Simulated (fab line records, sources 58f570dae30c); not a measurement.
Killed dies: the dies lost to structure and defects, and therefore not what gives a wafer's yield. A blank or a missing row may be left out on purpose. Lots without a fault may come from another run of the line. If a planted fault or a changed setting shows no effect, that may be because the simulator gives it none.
Split-lot study :: flow berkeley-cmos170 :: 23 wafers read from 5 lots, route of 331 steps

== ON THE SPLIT ==
At UCB170_CONTACT_COAT_10 (resist thk 900 nm), the setting resist-thk-nm was moved away from the recipe's 900 nm on 9 of the 23 wafers read, by -3.1% to +4.6%. All remaining wafers had this setting at the recipe value.

The reading is taken at the split's own step.

== THE READING ==
KrF_of_CONTACT_COAT_10.thk-nm (the simulator's own value, which no gauge read), in nm, at UCB170_CONTACT_COAT_10 (resist thk 900 nm). There is no usual value for it anywhere in the file. The 14 wafers here that ran the recipe average 900.9 nm, standard deviation 1.6 nm.

wafer: L076.1
tool, chamber at the split: litho-track-03, 0
resist-thk-nm as run, nm: 900
against the recipe: recipe
KrF_of_CONTACT_COAT_10.thk-nm, nm: 900.4
against lot-mates on the recipe: -

wafer: L076.2
tool, chamber at the split: litho-track-03, 0
resist-thk-nm as run, nm: 871.8
against the recipe: -3.1%
KrF_of_CONTACT_COAT_10.thk-nm, nm: 867.2
against lot-mates on the recipe: -33.0

wafer: L076.4
tool, chamber at the split: litho-track-03, 0
resist-thk-nm as run, nm: 871.8
against the recipe: -3.1%
KrF_of_CONTACT_COAT_10.thk-nm, nm: 870.7
against lot-mates on the recipe: -29.5

wafer: L076.5
tool, chamber at the split: litho-track-03, 0
resist-thk-nm as run, nm: 871.8
against the recipe: -3.1%
KrF_of_CONTACT_COAT_10.thk-nm, nm: 868.4
against lot-mates on the recipe: -31.9

wafer: L076.6
tool, chamber at the split: litho-track-03, 0
resist-thk-nm as run, nm: 900
against the recipe: recipe
KrF_of_CONTACT_COAT_10.thk-nm, nm: 900.1
against lot-mates on the recipe: -

wafer: L078.1
tool, chamber at the split: litho-track-01, 0
resist-thk-nm as run, nm: 941.4
against the recipe: +4.6%
KrF_of_CONTACT_COAT_10.thk-nm, nm: 946.8
against lot-mates on the recipe: +45.0

wafer: L078.3
tool, chamber at the split: litho-track-01, 0
resist-thk-nm as run, nm: 941.4
against the recipe: +4.6%
KrF_of_CONTACT_COAT_10.thk-nm, nm: 943.8
against lot-mates on the recipe: +42.0

wafer: L078.4
tool, chamber at the split: litho-track-01, 0
resist-thk-nm as run, nm: 900
against the recipe: recipe
KrF_of_CONTACT_COAT_10.thk-nm, nm: 901.8
against lot-mates on the recipe: -

wafer: L078.5
tool, chamber at the split: litho-track-01, 0
resist-thk-nm as run, nm: 900
against the recipe: recipe
KrF_of_CONTACT_COAT_10.thk-nm, nm: 901.8
against lot-mates on the recipe: -

wafer: L078.6
tool, chamber at the split: litho-track-01, 0
resist-thk-nm as run, nm: 941.4
against the recipe: +4.6%
KrF_of_CONTACT_COAT_10.thk-nm, nm: 943
against lot-mates on the recipe: +41.2

wafer: L084.1
tool, chamber at the split: litho-track-02, 0
resist-thk-nm as run, nm: 900
against the recipe: recipe
KrF_of_CONTACT_COAT_10.thk-nm, nm: 902.5
against lot-mates on the recipe: -

wafer: L084.3
tool, chamber at the split: litho-track-02, 0
resist-thk-nm as run, nm: 900
against the recipe: recipe
KrF_of_CONTACT_COAT_10.thk-nm, nm: 901.3
against lot-mates on the recipe: -

wafer: L084.6
tool, chamber at the split: litho-track-02, 0
resist-thk-nm as run, nm: 900
against the recipe: recipe
KrF_of_CONTACT_COAT_10.thk-nm, nm: 900.7
against lot-mates on the recipe: -

wafer: L083.1
tool, chamber at the split: litho-track-01, 0
resist-thk-nm as run, nm: 923.2
against the recipe: +2.6%
KrF_of_CONTACT_COAT_10.thk-nm, nm: 925.9
against lot-mates on the recipe: +23.5

wafer: L083.2
tool, chamber at the split: litho-track-01, 0
resist-thk-nm as run, nm: 923.2
against the recipe: +2.6%
KrF_of_CONTACT_COAT_10.thk-nm, nm: 924
against lot-mates on the recipe: +21.6

wafer: L083.3
tool, chamber at the split: litho-track-01, 0
resist-thk-nm as run, nm: 900
against the recipe: recipe
KrF_of_CONTACT_COAT_10.thk-nm, nm: 901.5
against lot-mates on the recipe: -

wafer: L083.5
tool, chamber at the split: litho-track-01, 0
resist-thk-nm as run, nm: 923.2
against the recipe: +2.6%
KrF_of_CONTACT_COAT_10.thk-nm, nm: 925.5
against lot-mates on the recipe: +23.1

wafer: L083.6
tool, chamber at the split: litho-track-01, 0
resist-thk-nm as run, nm: 900
against the recipe: recipe
KrF_of_CONTACT_COAT_10.thk-nm, nm: 903.3
against lot-mates on the recipe: -

wafer: L082.1
tool, chamber at the split: litho-track-01, 0
resist-thk-nm as run, nm: 900
against the recipe: recipe
KrF_of_CONTACT_COAT_10.thk-nm, nm: 899.7
against lot-mates on the recipe: -

wafer: L082.2
tool, chamber at the split: litho-track-01, 0
resist-thk-nm as run, nm: 900
against the recipe: recipe
KrF_of_CONTACT_COAT_10.thk-nm, nm: 897.1
against lot-mates on the recipe: -

wafer: L082.3
tool, chamber at the split: litho-track-01, 0
resist-thk-nm as run, nm: 900
against the recipe: recipe
KrF_of_CONTACT_COAT_10.thk-nm, nm: 898.6
against lot-mates on the recipe: -

wafer: L082.4
tool, chamber at the split: litho-track-01, 0
resist-thk-nm as run, nm: 900
against the recipe: recipe
KrF_of_CONTACT_COAT_10.thk-nm, nm: 902.4
against lot-mates on the recipe: -

wafer: L082.5
tool, chamber at the split: litho-track-01, 0
resist-thk-nm as run, nm: 900
against the recipe: recipe
KrF_of_CONTACT_COAT_10.thk-nm, nm: 900.9
against lot-mates on the recipe: -

FIT RESULTS
A straight line over all 23 wafers: KrF_of_CONTACT_COAT_10.thk-nm changes by +9.72 nm for each +1% of resist-thk-nm; r = +1.00; the points scatter about the line by 1.7 nm.
The same after taking each lot's own level away (the mean of its wafers on the recipe; 23 wafers): +9.46 nm for each +1%; r = +1.00; scatter 1.5 nm.
On that fit, the largest move of resist-thk-nm shifts the reading by 44 nm.
Across the lots, their own levels run from 899.74 to 902.40 nm, a range of 1.7 times the standard deviation given above.
The two slopes agree, so the slope changes little with the lot-to-lot level.
Check: for one of the wafers moved furthest among these (+4.6%), held out of the fit, the line's prediction against its lot-mates is +42.5 nm. It came out at +45 nm against them.

== THE OTHER SPLITS THESE WAFERS WENT THROUGH ==
Before the reading, these wafers also passed through other splits. Each is held against what the fit with the lots' levels taken away leaves over:
other split on the same wafers: UCB170_PLDD_EXPOSE_03 dose-mj
wafers away from the commonest value: 7
r with KrF_of_CONTACT_COAT_10.thk-nm (lot level and that fit taken away): -0.02

other split on the same wafers: UCB170_NLDD_COAT_01 resist-thk-nm
wafers away from the commonest value: 5
r with KrF_of_CONTACT_COAT_10.thk-nm (lot level and that fit taken away): +0.04

other split on the same wafers: UCB170_SPACER_CVD_00 time-s
wafers away from the commonest value: 8
r with KrF_of_CONTACT_COAT_10.thk-nm (lot level and that fit taken away): +0.08

other split on the same wafers: UCB170_NSD_COAT_01 resist-thk-nm
wafers away from the commonest value: 4
r with KrF_of_CONTACT_COAT_10.thk-nm (lot level and that fit taken away): -0.04

other split on the same wafers: UCB170_NSD_PEB_04 peb-temp-c
wafers away from the commonest value: 7
r with KrF_of_CONTACT_COAT_10.thk-nm (lot level and that fit taken away): -0.23

other split on the same wafers: UCB170_BACKSIDE_STRIP_03 power-w
wafers away from the commonest value: 4
r with KrF_of_CONTACT_COAT_10.thk-nm (lot level and that fit taken away): +0.03

== FILE'S OWN FIT ==
KrF_of_CONTACT_COAT_10.thk-nm changes by +9.41 nm for each +1% of resist-thk-nm, r = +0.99.
